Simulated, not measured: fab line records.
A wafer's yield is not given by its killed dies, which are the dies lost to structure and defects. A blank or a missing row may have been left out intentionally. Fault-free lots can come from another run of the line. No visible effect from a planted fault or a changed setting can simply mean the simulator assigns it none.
Which tool did it? + flow berkeley-cmos170 + 13 lots, 39 wafers sampled, at 4 steps of a route of 331

== WHAT THE GAUGES SHOWED, per wafer ==
UCB170_NLDD_CD_MEAS_06: the cd target is 1200 nm. Usual: 1199.9 nm for cd-nm, sd 1.2.
| lot  | measured     | on        | cd-nm (nm)           | flag |
|------|--------------|-----------|----------------------|------|
| L307 | day 7 18:20  | cd-sem-02 | 1199.9 1199.6 1200.7 |      |
| L309 | day 7 17:28  | cd-sem-01 | 1197.6 1199.1 1198.0 |      |
| L311 | day 8 02:19  | cd-sem-01 | 1200.9 1201.4 1197.9 |      |
| L314 | day 8 17:17  | cd-sem-02 | 1200.2 1200.1 1198.8 |      |
| L316 | day 9 01:25  | cd-sem-02 | 1202.3 1201.0 1200.5 |      |
| L318 | day 9 12:08  | cd-sem-01 | 1199.8 1199.8 1199.8 |      |
| L317 | day 9 13:07  | cd-sem-02 | 1201.1 1200.2 1200.9 |      |
| L320 | day 9 22:29  | cd-sem-01 | 1200.3 1201.6 1200.8 |      |
| L321 | day 9 22:43  | cd-sem-01 | 1198.2 1199.3 1199.9 |      |
| L326 | day 11 13:41 | cd-sem-01 | 1201.0 1201.7 1200.7 |      |
| L325 | day 11 14:02 | cd-sem-01 | 960.5 960.4 960.4    | OFF  |
| L328 | day 11 14:38 | cd-sem-01 | 1198.7 1197.4 1199.0 |      |
| L329 | day 11 14:53 | cd-sem-01 | 1199.8 1199.3 1198.8 |      |

== WHAT TOOL EACH LOT RAN ON (gives the tool, then ch and the chambers of the sampled wafers, and finally the start) ==
| lot  | UCB170_NWELL_STRIP_15               | UCB170_PWELL_STRIP_16               | UCB170_NLDD_EXPOSE_03             |
|------|-------------------------------------|-------------------------------------|-----------------------------------|
| L307 | plasma-asher-04 ch 0,1, day 2 15:05 | plasma-asher-01 ch 0,1, day 3 16:32 | krf-scanner-01 ch 0, day 7 17:17  |
| L309 | plasma-asher-01 ch 0,1, day 3 02:04 | plasma-asher-02 ch 0,1, day 3 23:55 | krf-scanner-02 ch 0, day 7 16:52  |
| L311 | plasma-asher-01 ch 0,1, day 3 14:41 | plasma-asher-01 ch 0,1, day 4 06:22 | krf-scanner-02 ch 0, day 8 01:13  |
| L314 | plasma-asher-01 ch 0, day 4 02:20   | plasma-asher-01 ch 0,1, day 4 21:35 | krf-scanner-02 ch 0, day 8 16:39  |
| L316 | plasma-asher-01 ch 0,1, day 4 10:23 | plasma-asher-01 ch 0,1, day 5 09:01 | krf-scanner-02 ch 0, day 9 00:35  |
| L318 | plasma-asher-02 ch 0,1, day 4 18:53 | plasma-asher-01 ch 0,1, day 5 19:37 | krf-scanner-01 ch 0, day 9 11:43  |
| L317 | plasma-asher-04 ch 1, day 4 19:06   | plasma-asher-01 ch 0, day 5 20:19   | krf-scanner-01 ch 0, day 9 12:25  |
| L320 | plasma-asher-04 ch 0,1, day 5 12:28 | plasma-asher-02 ch 0,1, day 6 09:40 | krf-scanner-01 ch 0, day 9 22:02  |
| L321 | plasma-asher-02 ch 0,1, day 5 12:29 | plasma-asher-01 ch 0,1, day 6 09:21 | krf-scanner-01 ch 0, day 9 22:10  |
| L326 | plasma-asher-04 ch 0,1, day 6 11:25 | plasma-asher-02 ch 1, day 7 13:33   | krf-scanner-02 ch 0, day 11 13:13 |
| L325 | plasma-asher-01 ch 0,1, day 6 11:44 | plasma-asher-01 ch 0,1, day 7 13:42 | krf-scanner-01 ch 0, day 11 13:35 |
| L328 | plasma-asher-04 ch 0,1, day 7 01:22 | plasma-asher-01 ch 0,1, day 7 19:26 | krf-scanner-02 ch 0, day 11 14:14 |
| L329 | plasma-asher-01 ch 0,1, day 7 01:45 | plasma-asher-02 ch 0,1, day 7 19:21 | krf-scanner-01 ch 0, day 11 14:30 |
- UCB170_NWELL_STRIP_15: strips in O2.
- UCB170_PWELL_STRIP_16: strips in O2.
- UCB170_NLDD_EXPOSE_03: exposes mask NSELECT, target cd 1200 nm.

== WHAT THE TOOLS THEMSELVES READ (means of the sampled wafers that have a number; where no wafer has one, the mark that the record gives instead) ==
UCB170_NWELL_STRIP_15. Usual: drypump-motor-current-A 5.8 A, standard deviation 0.5; oes-product-au 0.720 a.u., standard deviation 0.005; strip-time-to-endpoint-s 18.01 s, standard deviation 0.1.
| lot  | tool            | drypump-motor-current-A (A) | oes-product-au (a.u.) | strip-time-to-endpoint-s (s) | flag |
|------|-----------------|-----------------------------|-----------------------|------------------------------|------|
| L307 | plasma-asher-04 | 6.1                         | 0.721                 | 17.91                        |      |
| L309 | plasma-asher-01 | 5.2                         | 0.726                 | 17.99                        |      |
| L311 | plasma-asher-01 | 5.2                         | 0.724                 | 18.05                        |      |
| L314 | plasma-asher-01 | 5.2                         | 0.725                 | 18.01                        |      |
| L316 | plasma-asher-01 | 5.2                         | 0.720                 | 17.96                        |      |
| L318 | plasma-asher-02 | 6.3                         | 0.717                 | 18.03                        |      |
| L317 | plasma-asher-04 | 5.9                         | 0.721                 | 18.11                        |      |
| L320 | plasma-asher-04 | 6.1                         | 0.721                 | 18.09                        |      |
| L321 | plasma-asher-02 | 6.3                         | 0.717                 | 18.09                        |      |
| L326 | plasma-asher-04 | 6.0                         | 0.719                 | 18.01                        |      |
| L325 | plasma-asher-01 | 5.2                         | 0.719                 | 17.87                        |      |
| L328 | plasma-asher-04 | 6.1                         | 0.722                 | 18.10                        |      |
| L329 | plasma-asher-01 | 5.2                         | 0.717                 | 17.96                        |      |

UCB170_PWELL_STRIP_16. Usual: drypump-motor-current-A 5.7 A, standard deviation 0.57; oes-product-au 0.721 a.u., standard deviation 0.0043; strip-time-to-endpoint-s 18.15 s, standard deviation 0.12.
| lot  | tool            | drypump-motor-current-A (A) | oes-product-au (a.u.) | strip-time-to-endpoint-s (s) | flag |
|------|-----------------|-----------------------------|-----------------------|------------------------------|------|
| L307 | plasma-asher-01 | 5.2                         | 0.721                 | 18.29                        |      |
| L309 | plasma-asher-02 | 6.4                         | 0.722                 | 18.08                        |      |
| L311 | plasma-asher-01 | 5.1                         | 0.722                 | 18.14                        |      |
| L314 | plasma-asher-01 | 5.1                         | 0.720                 | 18.02                        |      |
| L316 | plasma-asher-01 | 5.2                         | 0.718                 | 18.22                        |      |
| L318 | plasma-asher-01 | 5.2                         | 0.729                 | 18.19                        |      |
| L317 | plasma-asher-01 | 5.2                         | 0.720                 | 18.13                        |      |
| L320 | plasma-asher-02 | 6.3                         | 0.723                 | 18.20                        |      |
| L321 | plasma-asher-01 | 5.2                         | 0.727                 | 18.26                        |      |
| L326 | plasma-asher-02 | 6.1                         | 0.724                 | 18.04                        |      |
| L325 | plasma-asher-01 | 5.2                         | 0.721                 | 18.22                        |      |
| L328 | plasma-asher-01 | 5.2                         | 0.720                 | 18.12                        |      |
| L329 | plasma-asher-02 | 6.4                         | 0.719                 | 18.14                        |      |

UCB170_NLDD_EXPOSE_03. Usual: -0.1 nm for focus-offset-nm, sd 0.5.
| lot  | tool           | focus-offset-nm (nm) | flag |
|------|----------------|----------------------|------|
| L307 | krf-scanner-01 | -0.7                 |      |
| L309 | krf-scanner-02 | -0.1                 |      |
| L311 | krf-scanner-02 | 0.1                  |      |
| L314 | krf-scanner-02 | -0.0                 |      |
| L316 | krf-scanner-02 | -0.4                 |      |
| L318 | krf-scanner-01 | 0.1                  |      |
| L317 | krf-scanner-01 | -0.6                 |      |
| L320 | krf-scanner-01 | -0.1                 |      |
| L321 | krf-scanner-01 | -0.1                 |      |
| L326 | krf-scanner-02 | 0.1                  |      |
| L325 | krf-scanner-01 | -0.4                 |      |
| L328 | krf-scanner-02 | 0.7                  |      |
| L329 | krf-scanner-01 | -0.5                 |      |

== THE ANSWER, worked out from the rows above alone ==
Rule: lot off if the mean of its wafers having a number is beyond 3 standard deviations from the usual mean. Also off: a lot with no number at a reading for which 4 or more lots have one. All remaining lots with rows at the step are treated as sound. First the gauges in route order, then the tools' own readings, where a lot's mean is used as printed above. The first step at which some lot is off is used, and at that step the reading that is off furthest; a lot without a number counts as furthest.
Off at UCB170_NLDD_CD_MEAS_06 (cd-nm): L325.
A tool fits if, at a process step before that reading, it ran every lot that is off, and no sound lot after the first of them. The gauges at UCB170_NLDD_CD_MEAS_06 are tried like those tools. No candidate that was tried fits.

== WHAT HAD BEEN PUT IN BY THE SIMULATOR ==
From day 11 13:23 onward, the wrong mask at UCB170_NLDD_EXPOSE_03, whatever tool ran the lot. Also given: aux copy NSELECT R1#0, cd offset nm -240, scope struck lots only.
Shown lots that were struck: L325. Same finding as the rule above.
